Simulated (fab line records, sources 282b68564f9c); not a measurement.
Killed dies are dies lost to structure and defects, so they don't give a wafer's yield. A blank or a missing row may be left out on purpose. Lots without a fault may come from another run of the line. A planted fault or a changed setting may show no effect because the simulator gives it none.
fab line records | flow rit_cmos
record lots=6 wafers=18 last_day=7
route steps=202 shown ACTIVE@8 FOX1@20 M1@202
lots that met no fault: from a run of the same line without faults
start_h: hours from the record's first day to the start of the lot's first wafer shown | wait_h: hours since the lot's step before | " the same as in the row above | L1.1+2: a row that stands for several wafers | - no value, or no start given | * or withheld: withheld | < > ~ a bound
route shown NAME@n: a module of which the file shows steps, and the number in the route of the first | usual: mean/standard deviation of fault-free wafers | same: alike in all rows | chamber/n: place in a boat | sites: the reading at each site | _std_site: their standard deviation | _edge_site: outer sites' mean less inner sites' | radius_mm: how far each site lies from the wafer's centre | mask NAME#n: copy n | behind: the tool/chamber that last shaped the wafer | hold: why the lot was held/for how many hours/how that ended | device: the transistor (n, p or np) that didn't switch | end of line: the same wafers' tests at the end of the route | a step without rows: its recipe alone | killed: dies lost to structure and defects at the first sort, not the wafer's yield | map: a wafer's dies, x killed, . not, _ none there
set.NAME: the setting as run; set.NAME@STEP: as run at that earlier step | model.NAME: the simulator's own value behind a step, which no gauge read
lots at some steps of the route; a table a step, a row a wafer
services: from which hour (start_h, from the record's first day; less than 0 if before it) a tool's chamber was out of use, for how many hours, and why
## steps
# step RIT_ACTIVE_SOFTBAKE_07
# recipe resist=NOVOLAK temp_c=90 time_s=60
# step RIT_ACTIVE_EXPOSE_08
# recipe mask_id=M1 na=0.6 source_shape=conventional sigma_outer=0.6 target_cd_nm=1400 dose_mj=225
# step RIT_ACTIVE_PEB_09
# recipe resist=NOVOLAK temp_c=withheld time_s=withheld
# step RIT_ACTIVE_DEVELOP_10
# recipe resist=NOVOLAK develop_time_s=50 dev_temp_c=23
# step RIT_ACTIVE_CD_MEAS_11
# recipe target_cd_nm=1400
# usual cd_nm=1400.6/2.3
# columns lot.wafer tool chamber start_h wait_h cd_nm
L741.1 cd_sem-01 - 49.44 - 1401.0
L741.2 " - " " 1402.0
L741.5 " - " " 1402.1
L744.1 cd_sem-02 - 65.32 - 1400.4
L744.5 " - " " 1400.0
L744.6 " - " " 1398.0
L746.1 cd_sem-02 - 75.77 - 1404.5
L746.3 " - " " 1406.5
L746.5 " - " " 1404.8
L747.1 cd_sem-01 - 81.26 - 1397.2
L747.4 " - " " 1397.7
L747.5 " - " " 1397.6
L748.1 cd_sem-02 - 85.51 - 1398.5
L748.4 " - " " 1397.1
L748.6 " - " " 1395.3
L756.2 cd_sem-02 - 124.49 - 1401.3
L756.3 " - " " 1401.2
L756.5 " - " " 1399.1
# step RIT_ACTIVE_HARDBAKE_12
# recipe resist=NOVOLAK temp_c=140 time_s=60
# step RIT_ACTIVE_ETCH_13
# recipe stop_on=SiO2 chemistry=SF6 target=Si3N4 time_s=210 over_etch_frac=0.4 SF6_flow_sccm=200 pressure_mtorr=260 rf_w=125 target_depth_a=2100
# usual drypump_motor_current_A=5.9/0.43 oes_product_au=0.822/0.011 throttle_valve_pct=7.50/0.11
# columns lot.wafer tool chamber start_h wait_h drypump_motor_current_A oes_product_au rf_hours_counter_h throttle_valve_pct
L741.1 rie_diel-03 0 49.71 0.1 6.2 0.810 132 7.64
L741.2 " 2 " " 6.0 0.824 57 7.37
L741.5 " 2 " " 6.0 0.828 - 7.35
L744.1 rie_diel-03 1 65.75 0.1 5.5 0.823 17 7.44
L744.5 " 1 " " 5.5 0.832 - 7.44
L744.6 " 0 " " 6.2 0.809 - 7.66
L746.1 rie_diel-04 0 76.04 0.1 6.4 0.814 6 7.49
L746.3 " 3 " " 5.4 0.825 17 7.60
L746.5 " 3 " " 5.4 0.824 - 7.61
L747.1 rie_diel-04 2 81.53 0.1 5.6 0.831 50 7.47
L747.4 " 1 " " 5.6 0.814 7 7.58
L747.5 " 3 " " 5.4 0.822 - 7.61
L748.1 rie_diel-03 0 85.78 0.1 6.2 0.814 132 7.65
L748.4 " 2 " " 6.0 0.831 57 7.36
L748.6 " 1 " " 5.5 0.833 - 7.44
L756.2 rie_diel-04 2 124.74 0.1 5.6 0.821 51 7.46
L756.3 " 3 " " 5.4 0.832 18 7.62
L756.5 " 0 " " 6.4 0.814 - 7.47
# step RIT_ACTIVE_STRIP_14
# recipe chemistry=O2 time_s=180 resist=NOVOLAK platen_temp_c=withheld power_w=500 pressure_mtorr=4000 o2_flow_sccm=4000
# usual drypump_motor_current_A=5.43/0.2
# columns lot.wafer tool chamber start_h wait_h drypump_motor_current_A rf_hours_counter_h
L741.1 plasma_asher-04 1 49.84 0.1 5.13 24
L741.2 " 0 " " 5.68 24
L741.5 " 1 " " 5.13 -
L744.1 plasma_asher-02 0 65.88 0.1 5.58 42
L744.5 " 0 " " 5.59 -
L744.6 " 1 " " 5.52 -
L746.1 plasma_asher-02 1 76.17 0.1 5.50 43
L746.3 " 0 " " 5.61 -
L746.5 " 0 " " 5.57 -
L747.1 plasma_asher-02 0 81.66 0.1 5.55 44
L747.4 " 1 " " 5.50 -
L747.5 " 1 " " 5.49 -
L748.1 plasma_asher-02 1 85.92 0.1 5.49 44
L748.4 " 0 " " 5.59 -
L748.6 " 1 " " 5.50 -
L756.2 plasma_asher-04 1 124.87 0.1 5.14 33
L756.3 " 1 " " 5.14 -
L756.5 " 0 " " 5.68 -
# step RIT_ACTIVE_CD_MEAS_90
# recipe target_cd_nm=1400
# usual cd_nm=1400.6/2.4
# columns lot.wafer tool chamber start_h wait_h cd_nm
L741.1 cd_sem-01 - 50.02 0.1 1400.9
L741.2 " - " " 1402.1
L741.5 " - " " 1401.6
L744.1 cd_sem-02 - 66.05 0.1 1400.1
L744.5 " - " " 1399.5
L744.6 " - " " 1397.9
L746.1 cd_sem-02 - 76.34 0.1 1405.0
L746.3 " - " " 1406.4
L746.5 " - " " 1404.6
L747.1 cd_sem-02 - 81.84 0.1 1397.2
L747.4 " - " " 1397.4
L747.5 " - " " 1397.1
L748.1 cd_sem-02 - 86.09 0.1 1398.3
L748.4 " - " " 1397.0
L748.6 " - " " 1395.6
L756.2 cd_sem-02 - 125.07 0.1 1401.0
L756.3 " - " " 1401.2
L756.5 " - " " 1399.1
# step RIT_ACTIVE_CLEAN_15
# recipe chemistry=SC1 mix=3:3:50 time_s=600 temp_c=75
# step RIT_ACTIVE_CLEAN_16
# recipe chemistry=dHF dilution=50:1 time_s=30
# step RIT_ACTIVE_CLEAN_17
# recipe chemistry=SC2 mix=3:3:50 time_s=600 temp_c=75 dry=n2_spin
# step RIT_FOX1_OXIDATION_00
# recipe temp_c=1100 ambient=H2O target_thk_a=3507 p_h2o_torr=720 ox_time_s=1130
# usual spike_tc_centre_C=1102.4/1.4 spike_tc_load_C=1131.2/2.8 spike_tc_source_C=1124.7/1 tube_center_temp_C=1100/0.11 tube_center_temp_C_max=1102.8/0.47
# columns lot.wafer tool chamber start_h wait_h spike_tc_centre_C spike_tc_load_C spike_tc_source_C tube_center_temp_C tube_center_temp_C_max model.SiO2_of_FOX1_OXIDATION_00.thk_nm
L741.1 furnace-04 0 52.51 2.0 1101.7 1131.7 1122.2 1100 1102.8 354.4
L741.2 " 0 " " 1102.2 1132.3 1125.0 1099.9 1102.3 352
L741.5 " 0 " " 1103.0 1129.9 1125.4 1100.1 1102.5 357
L744.1 furnace-04 0 69.84 3.3 1104.6 1132.0 1124.3 1100 1102.6 338.2
L744.5 " 0 " " 1106.0 1132.6 1124.3 1100 1102.8 346.8
L744.6 " 0 " " 1103.4 1132.2 1123.5 1099.9 1102.5 346.4
L746.1 furnace-04 0 76.83 0.0 1078.8 1107.8 1097.9 1075.2 1077.4 317.2
L746.3 " 0 " " 1078.6 1107.4 1099.1 1074.9 1078.1 316.1
L746.5 " 0 " " 1080.0 1107.7 1097.6 1075.1 1078.1 318.3
L747.1 furnace-01 0 83.13 0.8 1100.2 1131.9 1124.0 1100 1103.0 354.9
L747.4 " 0 " " 1101.9 1132.3 1125.6 1099.8 1103.0 348
L747.5 " 0 " " 1102.5 1134.3 1123.6 1100.1 1103.2 350.2
L748.1 furnace-04 0 88.34 1.7 1078.1 1107.0 1097.4 1074.9 1077.9 309.7
L748.4 " 0 " " 1077.7 1109.1 1098.5 1075 1077.1 306.2
L748.6 " 0 " " 1075.8 1108.0 1098.2 1075 1078.4 310.4
L756.2 furnace-01 0 127.72 2.2 1102.3 1134.0 1124.1 1099.9 1102.4 343
L756.3 " 0 " " 1101.5 1131.0 1124.8 1099.9 1102.6 339.5
L756.5 " 0 " " 1102.7 1134.0 1125.1 1100 1103.6 341.5
# step RIT_FOX1_THK_MEAS_01
# recipe reads=SiO2_of_FOX1_OXIDATION_00
# usual FOX1_OXIDE_THK=349/7.2
# columns lot.wafer tool chamber start_h wait_h FOX1_OXIDE_THK[nm]
L741.1 film_metro-02 - 53.82 0.0 354
L741.2 " - " " 352
L741.5 " - " " 357
L744.1 film_metro-02 - 71.16 0.0 338
L744.5 " - " " 347
L744.6 " - " " 346
L746.1 film_metro-02 - 78.15 0.0 317
L746.3 " - " " 316
L746.5 " - " " 318
L747.1 film_metro-01 - 84.44 0.0 355
L747.4 " - " " 348
L747.5 " - " " 350
L748.1 film_metro-04 - 89.66 0.0 310
L748.4 " - " " 306
L748.6 " - " " 310
L756.2 film_metro-01 - 129.04 0.0 343
L756.3 " - " " 339
L756.5 " - " " 342
# step RIT_FOX1_WET_ETCH_02
# recipe chemistry=BOE target_depth_nm=350 time_s=390 temp_c=21.5 dry=n2_spin dilution=10:1 target=SiO2
# step RIT_M1_PROBE_99
# usual killed_at_front_end=7/3 killed_dies=7/3 killed_open=3.6/1.9 killed_short=3.2/1.8
# same gross_dies=264 killed_at_M0_to_M3=0 killed_at_M4_up=0 killed_at_back_side=0 killed_at_contacts=0 killed_at_other=0
# columns lot.wafer tool chamber start_h wait_h killed_at_front_end killed_dies killed_open killed_short model.etest.nplus_sal.width_nm model.etest.pplus_sal.width_nm model.etest.pldd.width_nm model.etest.nldd.width_nm
L741.1 prober-01 - 98.67 0.1 14 14 7 7 3474 3480 3172 3182
L741.2 prober-01 - 98.72 0.1 8 8 5 3 3481 3472 3184 3173
L741.5 prober-01 - 98.87 0.2 5 5 1 4 3464 3461 3174 3171
L744.1 prober-01 - 112.01 0.1 11 11 5 6 3486 3473 3204 3218
L744.5 prober-01 - 112.21 0.2 7 7 3 4 3469 3466 3196 3194
L744.6 prober-01 - 112.26 0.2 7 7 3 4 3475 3468 3208 3199
L746.1 prober-02 - 122.60 0.1 7 7 3 4 3449 3464 3212 3172
L746.3 prober-02 - 122.70 0.2 5 5 3 2 3496 3496 3194 3220
L746.5 prober-02 - 122.80 0.2 16 16 6 10 3485 3476 3216 3194
L747.1 prober-01 - 127.58 0.1 11 11 7 4 3468 3456 3179 3148
L747.4 prober-01 - 127.73 0.2 7 7 4 3 3467 3485 3177 3194
L747.5 prober-01 - 127.78 0.2 12 12 7 5 3476 3451 3193 3203
L748.1 prober-02 - 132.99 0.1 4 4 2 2 3479 3461 3219 3204
L748.4 prober-02 - 133.14 0.2 2 2 1 1 3498 3488 3227 3238
L748.6 prober-02 - 133.24 0.2 9 9 5 4 3476 3475 3189 3205
L756.2 prober-02 - 172.69 0.1 6 6 1 5 3458 3467 3179 3180
L756.3 prober-02 - 172.74 0.2 5 5 3 2 3432 3445 3188 3194
L756.5 prober-02 - 172.84 0.2 7 7 3 4 3484 3492 3173 3184
# killed by level:class
L741.1 GATE:geometric_particle:open=4 SPACER:geometric_particle:short=3 GATE:geometric_particle:short=2 SPACER:geometric_particle:open=2 REOX:geometric_particle:short=1 SILICIDE:geometric_particle:open=1 SILICIDE:geometric_particle:short=1
L741.2 FOX1:geometric_particle:open=3 SPACER:geometric_particle:short=2 FOX1:geometric_particle:short=1 GATE:geometric_particle:open=1 SPACER:geometric_particle:open=1
L741.5 SILICIDE:geometric_particle:short=3 FOX2:geometric_particle:short=1 SPACER:geometric_particle:open=1
L744.1 FOX2:geometric_particle:short=3 GATE:geometric_particle:short=3 GATE:geometric_particle:open=3 REOX:geometric_particle:open=1 SILICIDE:geometric_particle:open=1
L744.5 GATE:geometric_particle:short=3 GATE:geometric_particle:open=2 REOX:geometric_particle:open=1 SILICIDE:geometric_particle:short=1
L744.6 GATE:geometric_particle:short=2 GATE:geometric_particle:open=2 SILICIDE:geometric_particle:short=2 REOX:geometric_particle:open=1
L746.1 GATE:geometric_particle:short=3 FOX1:geometric_particle:open=2 FOX1:geometric_particle:short=1 REOX:geometric_particle:open=1
L746.3 SPACER:geometric_particle:open=2 GATE:geometric_particle:open=1 GATE:geometric_particle:short=1 SILICIDE:geometric_particle:short=1
L746.5 GATE:geometric_particle:short=6 GATE:geometric_particle:open=2 REOX:geometric_particle:short=2 SPACER:geometric_particle:open=2 FOX1:geometric_particle:short=1 REOX:geometric_particle:open=1 SPACER:geometric_particle:short=1 SILICIDE:geometric_particle:open=1
L747.1 GATE:geometric_particle:open=5 REOX:geometric_particle:open=2 REOX:geometric_particle:short=2 GATE:geometric_particle:short=1 SPACER:geometric_particle:short=1
L747.4 GATE:geometric_particle:short=2 GATE:geometric_particle:open=2 FOX1:geometric_particle:short=1 REOX:geometric_particle:open=1 SPACER:geometric_particle:open=1
L747.5 GATE:geometric_particle:open=3 REOX:geometric_particle:open=3 REOX:geometric_particle:short=3 FOX1:geometric_particle:short=1 SILICIDE:geometric_particle:open=1 SILICIDE:geometric_particle:short=1
L748.1 GATE:geometric_particle:open=2 GATE:geometric_particle:short=1 SPACER:geometric_particle:short=1
L748.4 FOX1:geometric_particle:open=1 SPACER:geometric_particle:short=1
L748.6 FOX1:geometric_particle:open=3 GATE:geometric_particle:open=2 GATE:geometric_particle:short=2 FOX1:geometric_particle:short=1 SPACER:geometric_particle:short=1
L756.2 FOX1:geometric_particle:short=2 GATE:geometric_particle:short=2 FOX1:geometric_particle:open=1 REOX:geometric_particle:short=1
L756.3 FOX1:geometric_particle:short=1 FOX2:geometric_particle:open=1 GATE:geometric_particle:open=1 REOX:geometric_particle:open=1 SILICIDE:geometric_particle:short=1
L756.5 FOX1:geometric_particle:open=1 FOX1:geometric_particle:short=1 GATE:geometric_particle:open=1 GATE:geometric_particle:short=1 REOX:geometric_particle:short=1 SILICIDE:geometric_particle:short=1 SILICIDE:geometric_particle:open=1
## services
# columns tool chamber start_h hours kind
rie_diel-04 0 53.80 4.5 repair
plasma_asher-04 - 73.26 1.3 repair
rie_diel-03 2 107.46 4.1 repair
## key
first_sign step=RIT_FOX1_OXIDATION_00 reading=tube_center_temp_C direction=down sigmas=99+ usual=* struck=*
effect step=RIT_FOX1_OXIDATION_00 reading=tube_center_temp_C_max direction=down sigmas=54 usual=* struck=*
effect step=RIT_FOX1_THK_MEAS_01 reading=FOX1_OXIDE_THK direction=down sigmas=5 usual=349 struck=313
model_effect step=RIT_FOX1_OXIDATION_00 value=SiO2_of_FOX1_OXIDATION_00.thk_nm without=355.8 struck=313
model_effect step=RIT_M1_PROBE_99 value=etest.nplus_sal.width_nm without=3436 struck=3481
met_at RIT_FOX1_OXIDATION_00
struck_wafers L746.1,L746.3,L746.5,L748.1,L748.4,L748.6
tester_left_out L746,L748
onset_between 69.84 76.83
fault kind=process_parameter_drift tool=furnace-04 chamber=- onset_h=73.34 steps=RIT_FOX1_OXIDATION_00 channel=temp_c offset=* shape=step end_h=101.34 acts_in=* stated=*
# tester_left_out: of these lots the tester's yield and bins aren't shown, on N5 and GAA mostly nor the transistor test; their killed dies are dies lost to structure and defects alone, not to doping, threshold or leakage, so they don't give the yield
